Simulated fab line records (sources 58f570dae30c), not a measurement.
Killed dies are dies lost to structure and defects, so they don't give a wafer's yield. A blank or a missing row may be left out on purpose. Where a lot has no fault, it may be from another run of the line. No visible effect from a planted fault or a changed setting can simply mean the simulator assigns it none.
fab line records :: flow berkeley_cmos170
record
  lots=15
  wafers=45
  last_day=13
route steps=331 shown START@1 ZERO@10 NWELL@29 PFIELD@85
lots that met no fault: taken from a fault-free run of the same line
start_h: start of the lot's first displayed wafer, in hours after the record's first day :: wait_h: hours elapsed since this lot's preceding step :: " the same as in the row above :: L1.1+2: a single row standing in for several wafers :: - value missing, or start not given :: * or withheld: withheld :: < > ~ a bound
route shown NAME@n: NAME is a module with steps in the file, n the number in the route of the first one :: usual: mean/standard deviation taken from wafers without a fault :: same: alike in all rows :: chamber/n: place in a boat :: sites: the reading at each site :: _std_site: standard deviation of those values :: _edge_site: outer sites' mean less inner sites' :: radius_mm: how far each site lies from the wafer's centre :: mask NAME#n: copy n :: behind: tool/chamber where the wafer was last shaped :: hold: why the lot was held/for how many hours/how that ended :: device: which transistor (n, p or np) failed to switch :: end of line: the route-end tests of the same wafers :: for a step that has no rows: nothing shown but its recipe :: killed: dies that structure and defects cost at the first sort, which is not the same as the wafer's yield :: map: a wafer's dies, x killed, . not, _ none there
set.NAME: setting as actually run; set.NAME@STEP: the setting as run at that earlier step :: model.NAME: the simulator's own value behind a step, which no gauge read
steps of the route over a sample of lots; a table a step, a row a wafer
services: from which hour (start_h, from the record's first day; less than 0 if before it) a tool's chamber was out of use, for how many hours, and why
## steps
# step UCB170_START_BOW_MEAS_00
# recipe
  mode=bow
# usual
  INCOMING_BOW=0/6.3
lot.wafer: L294.1
tool: film_metro-02
chamber: -
start_h: 10.00
wait_h: -
INCOMING_BOW[um]: -2

lot.wafer: L294.2
tool: film_metro-02
chamber: -
start_h: 10.00
wait_h: -
INCOMING_BOW[um]: 2

lot.wafer: L294.6
tool: film_metro-02
chamber: -
start_h: 10.00
wait_h: -
INCOMING_BOW[um]: 5

lot.wafer: L295.2
tool: film_metro-02
chamber: -
start_h: 15.02
wait_h: -
INCOMING_BOW[um]: -11

lot.wafer: L295.3
tool: film_metro-02
chamber: -
start_h: 15.02
wait_h: -
INCOMING_BOW[um]: -4

lot.wafer: L295.5
tool: film_metro-02
chamber: -
start_h: 15.02
wait_h: -
INCOMING_BOW[um]: 2

lot.wafer: L296.2
tool: film_metro-04
chamber: -
start_h: 20.02
wait_h: -
INCOMING_BOW[um]: -5

lot.wafer: L296.3
tool: film_metro-04
chamber: -
start_h: 20.02
wait_h: -
INCOMING_BOW[um]: -3

lot.wafer: L296.5
tool: film_metro-04
chamber: -
start_h: 20.02
wait_h: -
INCOMING_BOW[um]: 8

lot.wafer: L298.1
tool: film_metro-01
chamber: -
start_h: 30.00
wait_h: -
INCOMING_BOW[um]: 9

lot.wafer: L298.5
tool: film_metro-01
chamber: -
start_h: 30.00
wait_h: -
INCOMING_BOW[um]: -8

lot.wafer: L298.6
tool: film_metro-01
chamber: -
start_h: 30.00
wait_h: -
INCOMING_BOW[um]: -4

lot.wafer: L301.4
tool: film_metro-04
chamber: -
start_h: 45.06
wait_h: -
INCOMING_BOW[um]: 2

lot.wafer: L301.5
tool: film_metro-04
chamber: -
start_h: 45.06
wait_h: -
INCOMING_BOW[um]: -4

lot.wafer: L301.6
tool: film_metro-04
chamber: -
start_h: 45.06
wait_h: -
INCOMING_BOW[um]: -4

lot.wafer: L302.1
tool: film_metro-02
chamber: -
start_h: 50.00
wait_h: -
INCOMING_BOW[um]: -3

lot.wafer: L302.4
tool: film_metro-02
chamber: -
start_h: 50.00
wait_h: -
INCOMING_BOW[um]: 2

lot.wafer: L302.5
tool: film_metro-02
chamber: -
start_h: 50.00
wait_h: -
INCOMING_BOW[um]: 10

lot.wafer: L303.2
tool: film_metro-04
chamber: -
start_h: 55.02
wait_h: -
INCOMING_BOW[um]: 4

lot.wafer: L303.3
tool: film_metro-04
chamber: -
start_h: 55.02
wait_h: -
INCOMING_BOW[um]: 1

lot.wafer: L303.4
tool: film_metro-04
chamber: -
start_h: 55.02
wait_h: -
INCOMING_BOW[um]: -6

lot.wafer: L309.2
tool: film_metro-01
chamber: -
start_h: 85.02
wait_h: -
INCOMING_BOW[um]: -2

lot.wafer: L309.3
tool: film_metro-01
chamber: -
start_h: 85.02
wait_h: -
INCOMING_BOW[um]: -15

lot.wafer: L309.4
tool: film_metro-01
chamber: -
start_h: 85.02
wait_h: -
INCOMING_BOW[um]: 3

lot.wafer: L310.2
tool: film_metro-02
chamber: -
start_h: 90.02
wait_h: -
INCOMING_BOW[um]: -2

lot.wafer: L310.5
tool: film_metro-02
chamber: -
start_h: 90.02
wait_h: -
INCOMING_BOW[um]: 12

lot.wafer: L310.6
tool: film_metro-02
chamber: -
start_h: 90.02
wait_h: -
INCOMING_BOW[um]: -1

lot.wafer: L311.1
tool: film_metro-02
chamber: -
start_h: 95.00
wait_h: -
INCOMING_BOW[um]: -6

lot.wafer: L311.4
tool: film_metro-02
chamber: -
start_h: 95.00
wait_h: -
INCOMING_BOW[um]: 1

lot.wafer: L311.6
tool: film_metro-02
chamber: -
start_h: 95.00
wait_h: -
INCOMING_BOW[um]: 1

lot.wafer: L313.2
tool: film_metro-02
chamber: -
start_h: 105.02
wait_h: -
INCOMING_BOW[um]: -4

lot.wafer: L313.4
tool: film_metro-02
chamber: -
start_h: 105.02
wait_h: -
INCOMING_BOW[um]: 3

lot.wafer: L313.6
tool: film_metro-02
chamber: -
start_h: 105.02
wait_h: -
INCOMING_BOW[um]: 0

lot.wafer: L314.2
tool: film_metro-02
chamber: -
start_h: 110.02
wait_h: -
INCOMING_BOW[um]: 4

lot.wafer: L314.3
tool: film_metro-02
chamber: -
start_h: 110.02
wait_h: -
INCOMING_BOW[um]: -3

lot.wafer: L314.5
tool: film_metro-02
chamber: -
start_h: 110.02
wait_h: -
INCOMING_BOW[um]: 1

lot.wafer: L315.2
tool: film_metro-04
chamber: -
start_h: 115.02
wait_h: -
INCOMING_BOW[um]: 2

lot.wafer: L315.3
tool: film_metro-04
chamber: -
start_h: 115.02
wait_h: -
INCOMING_BOW[um]: 7

lot.wafer: L315.6
tool: film_metro-04
chamber: -
start_h: 115.02
wait_h: -
INCOMING_BOW[um]: 5

lot.wafer: L316.2
tool: film_metro-04
chamber: -
start_h: 120.02
wait_h: -
INCOMING_BOW[um]: 4

lot.wafer: L316.5
tool: film_metro-04
chamber: -
start_h: 120.02
wait_h: -
INCOMING_BOW[um]: -11

lot.wafer: L316.6
tool: film_metro-04
chamber: -
start_h: 120.02
wait_h: -
INCOMING_BOW[um]: -10

lot.wafer: L317.1
tool: film_metro-04
chamber: -
start_h: 125.00
wait_h: -
INCOMING_BOW[um]: 5

lot.wafer: L317.4
tool: film_metro-04
chamber: -
start_h: 125.00
wait_h: -
INCOMING_BOW[um]: 7

lot.wafer: L317.6
tool: film_metro-04
chamber: -
start_h: 125.00
wait_h: -
INCOMING_BOW[um]: 7
# step UCB170_ZERO_PEB_04
# recipe
  peb_temp_c=130
  peb_time_s=withheld
  resist=KrF
# usual
  chill_plate_temp_C=22.99/0.1
  exhaust_pa=45.1/0.81
lot.wafer: L294.1
tool: litho_track-04
chamber: 0
start_h: 23
wait_h: -
chill_plate_temp_C: 22.86
exhaust_pa: 46.8

lot.wafer: L294.2
tool: litho_track-04
chamber: 0
start_h: 23
wait_h: -
chill_plate_temp_C: 23.00
exhaust_pa: 47.0

lot.wafer: L294.6
tool: litho_track-04
chamber: 0
start_h: 23
wait_h: -
chill_plate_temp_C: 23.03
exhaust_pa: 45.5

lot.wafer: L295.2
tool: litho_track-01
chamber: 0
start_h: 23
wait_h: -
chill_plate_temp_C: 23.04
exhaust_pa: 44.6

lot.wafer: L295.3
tool: litho_track-01
chamber: 0
start_h: 24
wait_h: -
chill_plate_temp_C: 23.03
exhaust_pa: 42.5

lot.wafer: L295.5
tool: litho_track-01
chamber: 0
start_h: 24
wait_h: -
chill_plate_temp_C: 22.99
exhaust_pa: 46.1

lot.wafer: L296.2
tool: litho_track-03
chamber: 0
start_h: 27.76
wait_h: 0.4
chill_plate_temp_C: 23.10
exhaust_pa: 44.5

lot.wafer: L296.3
tool: litho_track-03
chamber: 0
start_h: 27.76
wait_h: 0.4
chill_plate_temp_C: 23.05
exhaust_pa: 45.2

lot.wafer: L296.5
tool: litho_track-03
chamber: 0
start_h: 27.76
wait_h: 0.4
chill_plate_temp_C: 22.91
exhaust_pa: 45.5

lot.wafer: L298.1
tool: litho_track-04
chamber: 0
start_h: 42.31
wait_h: 0.5
chill_plate_temp_C: 22.96
exhaust_pa: 43.7

lot.wafer: L298.5
tool: litho_track-04
chamber: 0
start_h: 42.31
wait_h: 0.5
chill_plate_temp_C: 23.18
exhaust_pa: 43.8

lot.wafer: L298.6
tool: litho_track-04
chamber: 0
start_h: 42.31
wait_h: 0.5
chill_plate_temp_C: 22.83
exhaust_pa: 44.5

lot.wafer: L301.4
tool: litho_track-03
chamber: 0
start_h: 54
wait_h: -
chill_plate_temp_C: 23.12
exhaust_pa: 45.5

lot.wafer: L301.5
tool: litho_track-03
chamber: 0
start_h: 54
wait_h: -
chill_plate_temp_C: 22.99
exhaust_pa: 44.7

lot.wafer: L301.6
tool: litho_track-03
chamber: 0
start_h: 54
wait_h: -
chill_plate_temp_C: 22.87
exhaust_pa: 45.1

lot.wafer: L302.1
tool: litho_track-03
chamber: 0
start_h: 58.79
wait_h: 0.1
chill_plate_temp_C: 23.04
exhaust_pa: 43.3

lot.wafer: L302.4
tool: litho_track-03
chamber: 0
start_h: 58.79
wait_h: 0.1
chill_plate_temp_C: 23.08
exhaust_pa: 44.0

lot.wafer: L302.5
tool: litho_track-03
chamber: 0
start_h: 58.79
wait_h: 0.1
chill_plate_temp_C: 23.15
exhaust_pa: 44.3

lot.wafer: L303.2
tool: litho_track-04
chamber: 0
start_h: 67.62
wait_h: 0.1
chill_plate_temp_C: 23.10
exhaust_pa: 45.6

lot.wafer: L303.3
tool: litho_track-04
chamber: 0
start_h: 67.62
wait_h: 0.1
chill_plate_temp_C: 22.95
exhaust_pa: 44.7

lot.wafer: L303.4
tool: litho_track-04
chamber: 0
start_h: 67.62
wait_h: 0.1
chill_plate_temp_C: 23.16
exhaust_pa: 45.7

lot.wafer: L309.2
tool: litho_track-01
chamber: -
start_h: 95
wait_h: -
chill_plate_temp_C: -
exhaust_pa: -

lot.wafer: L309.3
tool: litho_track-01
chamber: -
start_h: 95
wait_h: -
chill_plate_temp_C: -
exhaust_pa: -

lot.wafer: L309.4
tool: litho_track-01
chamber: -
start_h: 95
wait_h: -
chill_plate_temp_C: -
exhaust_pa: -

lot.wafer: L310.2
tool: litho_track-03
chamber: -
start_h: 99.88
wait_h: 0.1
chill_plate_temp_C: -
exhaust_pa: -

lot.wafer: L310.5
tool: litho_track-03
chamber: -
start_h: 99.88
wait_h: 0.1
chill_plate_temp_C: -
exhaust_pa: -

lot.wafer: L310.6
tool: litho_track-03
chamber: -
start_h: 99.88
wait_h: 0.1
chill_plate_temp_C: -
exhaust_pa: -

lot.wafer: L311.1
tool: litho_track-01
chamber: -
start_h: 103.28
wait_h: 0.1
chill_plate_temp_C: -
exhaust_pa: -

lot.wafer: L311.4
tool: litho_track-01
chamber: -
start_h: 103.28
wait_h: 0.1
chill_plate_temp_C: -
exhaust_pa: -

lot.wafer: L311.6
tool: litho_track-01
chamber: -
start_h: 103.28
wait_h: 0.1
chill_plate_temp_C: -
exhaust_pa: -

lot.wafer: L313.2
tool: litho_track-03
chamber: 0
start_h: 115.61
wait_h: 0.1
chill_plate_temp_C: 23.06
exhaust_pa: 44.5

lot.wafer: L313.4
tool: litho_track-03
chamber: 0
start_h: 115.61
wait_h: 0.1
chill_plate_temp_C: 22.99
exhaust_pa: 46.5

lot.wafer: L313.6
tool: litho_track-03
chamber: 0
start_h: 115.61
wait_h: 0.1
chill_plate_temp_C: 22.79
exhaust_pa: 45.2

lot.wafer: L314.2
tool: litho_track-01
chamber: 0
start_h: 121.94
wait_h: 0.4
chill_plate_temp_C: 22.91
exhaust_pa: 47.1

lot.wafer: L314.3
tool: litho_track-01
chamber: 0
start_h: 121.94
wait_h: 0.4
chill_plate_temp_C: 23.02
exhaust_pa: 45.9

lot.wafer: L314.5
tool: litho_track-01
chamber: 0
start_h: 121.94
wait_h: 0.4
chill_plate_temp_C: 22.95
exhaust_pa: 46.2

lot.wafer: L315.2
tool: litho_track-04
chamber: 0
start_h: 126.25
wait_h: 0.1
chill_plate_temp_C: 23.04
exhaust_pa: 44.9

lot.wafer: L315.3
tool: litho_track-04
chamber: 0
start_h: 126.25
wait_h: 0.1
chill_plate_temp_C: 23.09
exhaust_pa: 44.8

lot.wafer: L315.6
tool: litho_track-04
chamber: 0
start_h: 126.25
wait_h: 0.1
chill_plate_temp_C: 23.14
exhaust_pa: 45.2

lot.wafer: L316.2
tool: litho_track-03
chamber: 0
start_h: 131.95
wait_h: 0.1
chill_plate_temp_C: 23.08
exhaust_pa: 45.3

lot.wafer: L316.5
tool: litho_track-03
chamber: 0
start_h: 131.95
wait_h: 0.1
chill_plate_temp_C: 22.89
exhaust_pa: 45.7

lot.wafer: L316.6
tool: litho_track-03
chamber: 0
start_h: 131.95
wait_h: 0.1
chill_plate_temp_C: 23.01
exhaust_pa: 44.5

lot.wafer: L317.1
tool: litho_track-04
chamber: 0
start_h: 137.39
wait_h: 0.4
chill_plate_temp_C: 23.02
exhaust_pa: 44.9

lot.wafer: L317.4
tool: litho_track-04
chamber: 0
start_h: 137.39
wait_h: 0.4
chill_plate_temp_C: 23.00
exhaust_pa: 46.3

lot.wafer: L317.6
tool: litho_track-04
chamber: 0
start_h: 137.39
wait_h: 0.4
chill_plate_temp_C: 22.86
exhaust_pa: 45.2
# step UCB170_NWELL_STRIP_15
# recipe
  chemistry=O2
  power_w=400
  pressure_mtorr=3500
  platen_temp_c=withheld
  o2_flow_sccm=400
  overash_fraction=0.5
# usual
  drypump_motor_current_A=5.8/0.73
  oes_product_au=0.721/0.0046
  strip_time_to_endpoint_s=18.05/0.086
lot.wafer: L294.1
tool: plasma_asher-02
chamber: 1
start_h: 35.64
wait_h: 0.1
drypump_motor_current_A: 5.7
oes_product_au: 0.721
rf_hours_counter_h: 23
strip_time_to_endpoint_s: 18.16

lot.wafer: L294.2
tool: plasma_asher-02
chamber: 0
start_h: 35.64
wait_h: 0.1
drypump_motor_current_A: 6.5
oes_product_au: 0.725
rf_hours_counter_h: 23
strip_time_to_endpoint_s: 18.14

lot.wafer: L294.6
tool: plasma_asher-02
chamber: 0
start_h: 35.64
wait_h: 0.1
drypump_motor_current_A: 6.5
oes_product_au: 0.725
rf_hours_counter_h: -
strip_time_to_endpoint_s: 18.19

lot.wafer: L295.2
tool: plasma_asher-03
chamber: 1
start_h: 35.89
wait_h: 0.1
drypump_motor_current_A: 4.8
oes_product_au: 0.725
rf_hours_counter_h: 25
strip_time_to_endpoint_s: 18.04

lot.wafer: L295.3
tool: plasma_asher-03
chamber: 1
start_h: 35.89
wait_h: 0.1
drypump_motor_current_A: 4.8
oes_product_au: 0.716
rf_hours_counter_h: -
strip_time_to_endpoint_s: 18.15

lot.wafer: L295.5
tool: plasma_asher-03
chamber: 1
start_h: 35.89
wait_h: 0.1
drypump_motor_current_A: 4.7
oes_product_au: 0.716
rf_hours_counter_h: -
strip_time_to_endpoint_s: 18.06

lot.wafer: L296.2
tool: plasma_asher-03
chamber: 0
start_h: 44.32
wait_h: 0.1
drypump_motor_current_A: 6.3
oes_product_au: 0.719
rf_hours_counter_h: 26
strip_time_to_endpoint_s: 18.01

lot.wafer: L296.3
tool: plasma_asher-03
chamber: 0
start_h: 44.32
wait_h: 0.1
drypump_motor_current_A: 6.3
oes_product_au: 0.717
rf_hours_counter_h: -
strip_time_to_endpoint_s: 17.96

lot.wafer: L296.5
tool: plasma_asher-03
chamber: 0
start_h: 44.32
wait_h: 0.1
drypump_motor_current_A: 6.3
oes_product_au: 0.721
rf_hours_counter_h: -
strip_time_to_endpoint_s: 17.95

lot.wafer: L298.1
tool: plasma_asher-02
chamber: 1
start_h: 58.69
wait_h: 0.1
drypump_motor_current_A: 5.7
oes_product_au: 0.726
rf_hours_counter_h: 26
strip_time_to_endpoint_s: 18.06

lot.wafer: L298.5
tool: plasma_asher-02
chamber: 1
start_h: 58.69
wait_h: 0.1
drypump_motor_current_A: 5.7
oes_product_au: 0.725
rf_hours_counter_h: -
strip_time_to_endpoint_s: 18.07

lot.wafer: L298.6
tool: plasma_asher-02
chamber: 0
start_h: 58.69
wait_h: 0.1
drypump_motor_current_A: 6.5
oes_product_au: 0.725
rf_hours_counter_h: -
strip_time_to_endpoint_s: 18.04

lot.wafer: L301.4
tool: plasma_asher-04
chamber: 0
start_h: 63.94
wait_h: 0.1
drypump_motor_current_A: 5.0
oes_product_au: 0.721
rf_hours_counter_h: -
strip_time_to_endpoint_s: 17.99

lot.wafer: L301.5
tool: plasma_asher-04
chamber: 0
start_h: 63.94
wait_h: 0.1
drypump_motor_current_A: 5.0
oes_product_au: 0.721
rf_hours_counter_h: -
strip_time_to_endpoint_s: 18.01

lot.wafer: L301.6
tool: plasma_asher-04
chamber: 1
start_h: 63.94
wait_h: 0.1
drypump_motor_current_A: 6.6
oes_product_au: 0.725
rf_hours_counter_h: -
strip_time_to_endpoint_s: 17.88

lot.wafer: L302.1
tool: plasma_asher-03
chamber: 1
start_h: 74.59
wait_h: 0.1
drypump_motor_current_A: 4.7
oes_product_au: 0.716
rf_hours_counter_h: 29
strip_time_to_endpoint_s: 18.05

lot.wafer: L302.4
tool: plasma_asher-03
chamber: 1
start_h: 74.59
wait_h: 0.1
drypump_motor_current_A: 4.8
oes_product_au: 0.727
rf_hours_counter_h: -
strip_time_to_endpoint_s: 18.16

lot.wafer: L302.5
tool: plasma_asher-03
chamber: 0
start_h: 74.59
wait_h: 0.1
drypump_motor_current_A: 6.3
oes_product_au: 0.727
rf_hours_counter_h: -
strip_time_to_endpoint_s: 18.09

lot.wafer: L303.2
tool: plasma_asher-04
chamber: 1
start_h: 78.88
wait_h: 0.1
drypump_motor_current_A: 6.6
oes_product_au: 0.720
rf_hours_counter_h: 38
strip_time_to_endpoint_s: 18.02

lot.wafer: L303.3
tool: plasma_asher-04
chamber: 0
start_h: 78.88
wait_h: 0.1
drypump_motor_current_A: 5.0
oes_product_au: 0.723
rf_hours_counter_h: -
strip_time_to_endpoint_s: 18.06

lot.wafer: L303.4
tool: plasma_asher-04
chamber: 1
start_h: 78.88
wait_h: 0.1
drypump_motor_current_A: 6.6
oes_product_au: 0.714
rf_hours_counter_h: -
strip_time_to_endpoint_s: 18.03

lot.wafer: L313.2
tool: plasma_asher-04
chamber: 0
start_h: 131.77
wait_h: 0.1
drypump_motor_current_A: 5.0
oes_product_au: 0.717
rf_hours_counter_h: 46
strip_time_to_endpoint_s: 17.91

lot.wafer: L313.4
tool: plasma_asher-04
chamber: 0
start_h: 131.77
wait_h: 0.1
drypump_motor_current_A: 5.0
oes_product_au: 0.724
rf_hours_counter_h: -
strip_time_to_endpoint_s: 17.95

lot.wafer: L313.6
tool: plasma_asher-04
chamber: 0
start_h: 131.77
wait_h: 0.1
drypump_motor_current_A: 5.0
oes_product_au: 0.720
rf_hours_counter_h: -
strip_time_to_endpoint_s: 18.00

lot.wafer: L314.2
tool: plasma_asher-04
chamber: 0
start_h: 139.57
wait_h: 0.1
drypump_motor_current_A: 5.0
oes_product_au: 0.721
rf_hours_counter_h: 46
strip_time_to_endpoint_s: 18.13

lot.wafer: L314.3
tool: plasma_asher-04
chamber: 0
start_h: 139.57
wait_h: 0.1
drypump_motor_current_A: 5.0
oes_product_au: 0.716
rf_hours_counter_h: -
strip_time_to_endpoint_s: 18.03

lot.wafer: L314.5
tool: plasma_asher-04
chamber: 0
start_h: 139.57
wait_h: 0.1
drypump_motor_current_A: 4.9
oes_product_au: 0.723
rf_hours_counter_h: -
strip_time_to_endpoint_s: 18.22

lot.wafer: L315.2
tool: plasma_asher-02
chamber: 1
start_h: 139.85
wait_h: 0.1
drypump_motor_current_A: 5.6
oes_product_au: 0.721
rf_hours_counter_h: 35
strip_time_to_endpoint_s: 18.06

lot.wafer: L315.3
tool: plasma_asher-02
chamber: 0
start_h: 139.85
wait_h: 0.1
drypump_motor_current_A: 6.5
oes_product_au: 0.717
rf_hours_counter_h: -
strip_time_to_endpoint_s: 18.02

lot.wafer: L315.6
tool: plasma_asher-02
chamber: 1
start_h: 139.85
wait_h: 0.1
drypump_motor_current_A: 5.7
oes_product_au: 0.727
rf_hours_counter_h: -
strip_time_to_endpoint_s: 18.03

lot.wafer: L316.2
tool: plasma_asher-04
chamber: 0
start_h: 145.95
wait_h: 0.1
drypump_motor_current_A: 4.9
oes_product_au: 0.719
rf_hours_counter_h: 47
strip_time_to_endpoint_s: 17.89

lot.wafer: L316.5
tool: plasma_asher-04
chamber: 0
start_h: 145.95
wait_h: 0.1
drypump_motor_current_A: 4.9
oes_product_au: 0.722
rf_hours_counter_h: -
strip_time_to_endpoint_s: 17.91

lot.wafer: L316.6
tool: plasma_asher-04
chamber: 1
start_h: 145.95
wait_h: 0.1
drypump_motor_current_A: 6.6
oes_product_au: 0.735
rf_hours_counter_h: -
strip_time_to_endpoint_s: 18.03

lot.wafer: L317.1
tool: plasma_asher-04
chamber: 0
start_h: 155.14
wait_h: 0.1
drypump_motor_current_A: 5.0
oes_product_au: 0.718
rf_hours_counter_h: 48
strip_time_to_endpoint_s: 18.20

lot.wafer: L317.4
tool: plasma_asher-04
chamber: 0
start_h: 155.14
wait_h: 0.1
drypump_motor_current_A: 5.0
oes_product_au: 0.723
rf_hours_counter_h: -
strip_time_to_endpoint_s: 18.17

lot.wafer: L317.6
tool: plasma_asher-04
chamber: 0
start_h: 155.14
wait_h: 0.1
drypump_motor_current_A: 5.0
oes_product_au: 0.722
rf_hours_counter_h: -
strip_time_to_endpoint_s: 18.20
# step UCB170_PFIELD_OVL_MEAS_06
# usual
  PFIELD_OVL=1/5.7
lot.wafer: L294.1
tool: overlay-01
chamber: -
start_h: 88.09
wait_h: -
PFIELD_OVL[nm]: -2

lot.wafer: L294.2
tool: overlay-01
chamber: -
start_h: 88.09
wait_h: -
PFIELD_OVL[nm]: 3

lot.wafer: L294.6
tool: overlay-01
chamber: -
start_h: 88.09
wait_h: -
PFIELD_OVL[nm]: 0

lot.wafer: L295.2
tool: overlay-02
chamber: -
start_h: 88.14
wait_h: -
PFIELD_OVL[nm]: -9

lot.wafer: L295.3
tool: overlay-02
chamber: -
start_h: 88.14
wait_h: -
PFIELD_OVL[nm]: -4

lot.wafer: L295.5
tool: overlay-02
chamber: -
start_h: 88.14
wait_h: -
PFIELD_OVL[nm]: -12

lot.wafer: L296.2
tool: overlay-01
chamber: -
start_h: 100.00
wait_h: -
PFIELD_OVL[nm]: 1

lot.wafer: L296.3
tool: overlay-01
chamber: -
start_h: 100.00
wait_h: -
PFIELD_OVL[nm]: 7

lot.wafer: L296.5
tool: overlay-01
chamber: -
start_h: 100.00
wait_h: -
PFIELD_OVL[nm]: 5

lot.wafer: L298.1
tool: overlay-01
chamber: -
start_h: 111.35
wait_h: -
PFIELD_OVL[nm]: 7

lot.wafer: L298.5
tool: overlay-01
chamber: -
start_h: 111.35
wait_h: -
PFIELD_OVL[nm]: -1

lot.wafer: L298.6
tool: overlay-01
chamber: -
start_h: 111.35
wait_h: -
PFIELD_OVL[nm]: -3

lot.wafer: L301.4
tool: overlay-02
chamber: -
start_h: 117.53
wait_h: -
PFIELD_OVL[nm]: 8

lot.wafer: L301.5
tool: overlay-02
chamber: -
start_h: 117.53
wait_h: -
PFIELD_OVL[nm]: 8

lot.wafer: L301.6
tool: overlay-02
chamber: -
start_h: 117.53
wait_h: -
PFIELD_OVL[nm]: -3

lot.wafer: L303.2
tool: overlay-01
chamber: -
start_h: 127.78
wait_h: -
PFIELD_OVL[nm]: -2

lot.wafer: L303.3
tool: overlay-01
chamber: -
start_h: 127.78
wait_h: -
PFIELD_OVL[nm]: -5

lot.wafer: L303.4
tool: overlay-01
chamber: -
start_h: 127.78
wait_h: -
PFIELD_OVL[nm]: -7

lot.wafer: L302.1
tool: overlay-02
chamber: -
start_h: 128.33
wait_h: -
PFIELD_OVL[nm]: 8

lot.wafer: L302.4
tool: overlay-02
chamber: -
start_h: 128.33
wait_h: -
PFIELD_OVL[nm]: 8

lot.wafer: L302.5
tool: overlay-02
chamber: -
start_h: 128.33
wait_h: -
PFIELD_OVL[nm]: 4

lot.wafer: L313.2
tool: overlay-02
chamber: -
start_h: 199.76
wait_h: -
PFIELD_OVL[nm]: 7

lot.wafer: L313.4
tool: overlay-02
chamber: -
start_h: 199.76
wait_h: -
PFIELD_OVL[nm]: 4

lot.wafer: L313.6
tool: overlay-02
chamber: -
start_h: 199.76
wait_h: -
PFIELD_OVL[nm]: 5

lot.wafer: L314.2
tool: overlay-01
chamber: -
start_h: 207.71
wait_h: -
PFIELD_OVL[nm]: -1

lot.wafer: L314.3
tool: overlay-01
chamber: -
start_h: 207.71
wait_h: -
PFIELD_OVL[nm]: -2

lot.wafer: L314.5
tool: overlay-01
chamber: -
start_h: 207.71
wait_h: -
PFIELD_OVL[nm]: -6

lot.wafer: L316.2
tool: overlay-01
chamber: -
start_h: 216.80
wait_h: -
PFIELD_OVL[nm]: 8

lot.wafer: L316.5
tool: overlay-01
chamber: -
start_h: 216.80
wait_h: -
PFIELD_OVL[nm]: -1

lot.wafer: L316.6
tool: overlay-01
chamber: -
start_h: 216.80
wait_h: -
PFIELD_OVL[nm]: 5

lot.wafer: L317.1
tool: overlay-02
chamber: -
start_h: 216.99
wait_h: -
PFIELD_OVL[nm]: 5

lot.wafer: L317.4
tool: overlay-02
chamber: -
start_h: 216.99
wait_h: -
PFIELD_OVL[nm]: 8

lot.wafer: L317.6
tool: overlay-02
chamber: -
start_h: 216.99
wait_h: -
PFIELD_OVL[nm]: 4

lot.wafer: L315.2
tool: overlay-01
chamber: -
start_h: 217.05
wait_h: -
PFIELD_OVL[nm]: -6

lot.wafer: L315.3
tool: overlay-01
chamber: -
start_h: 217.05
wait_h: -
PFIELD_OVL[nm]: -2

lot.wafer: L315.6
tool: overlay-01
chamber: -
start_h: 217.05
wait_h: -
PFIELD_OVL[nm]: -6
## services
tool: plasma_asher-03
chamber: -
start_h: 26.88
hours: 2.8
kind: pm

tool: plasma_asher-03
chamber: -
start_h: 108.75
hours: 9.0
kind: pm

tool: plasma_asher-03
chamber: 0
start_h: 108.75
hours: 9.0
kind: vent_cycle

tool: plasma_asher-03
chamber: 1
start_h: 108.75
hours: 9.0
kind: vent_cycle

tool: plasma_asher-03
chamber: 0
start_h: 117.75
hours: -
kind: clean

tool: plasma_asher-03
chamber: 1
start_h: 117.75
hours: -
kind: clean

tool: plasma_asher-03
chamber: -
start_h: 139.28
hours: 4.8
kind: repair

tool: plasma_asher-03
chamber: -
start_h: 140.50
hours: 2.1
kind: repair
## key
first_sign
  step=UCB170_ZERO_PEB_04
  reading=tool_record
  direction=missing
effect none on later readings
met_at UCB170_ZERO_PEB_04
struck_lots L309,L310,L311
later_rows_left_out L309.2,L309.3,L309.4,L310.2,L310.5,L310.6,L311.1,L311.4,L311.6
sort_left_out L309.2,L309.3,L309.4,L310.2,L310.5,L310.6,L311.1,L311.4,L311.6
tester_left_out L309,L310,L311
not_acting_at UCB170_START_BOW_MEAS_00,UCB170_NWELL_STRIP_15,UCB170_PFIELD_OVL_MEAS_06
onset_between 58.79 95
fault
  kind=skipped_step_whole
  tool=litho_track-01,litho_track-03
  chamber=-
  onset_h=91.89
  steps=UCB170_ZERO_PEB_04
  scope=struck_lots_only
# tester_left_out: of these lots the tester's yield and bins aren't shown, on N5 and GAA mostly nor the transistor test; their killed dies are dies lost to structure and defects alone, not to doping, threshold or leakage, so they don't give the yield
# sort_left_out: the simulated sort isn't trusted on such a fault, so these wafers' sort isn't shown, and their yield isn't known
# later_rows_left_out: the simulator's readings of these wafers behind a module that went badly wrong aren't trusted and aren't shown, but for the sort
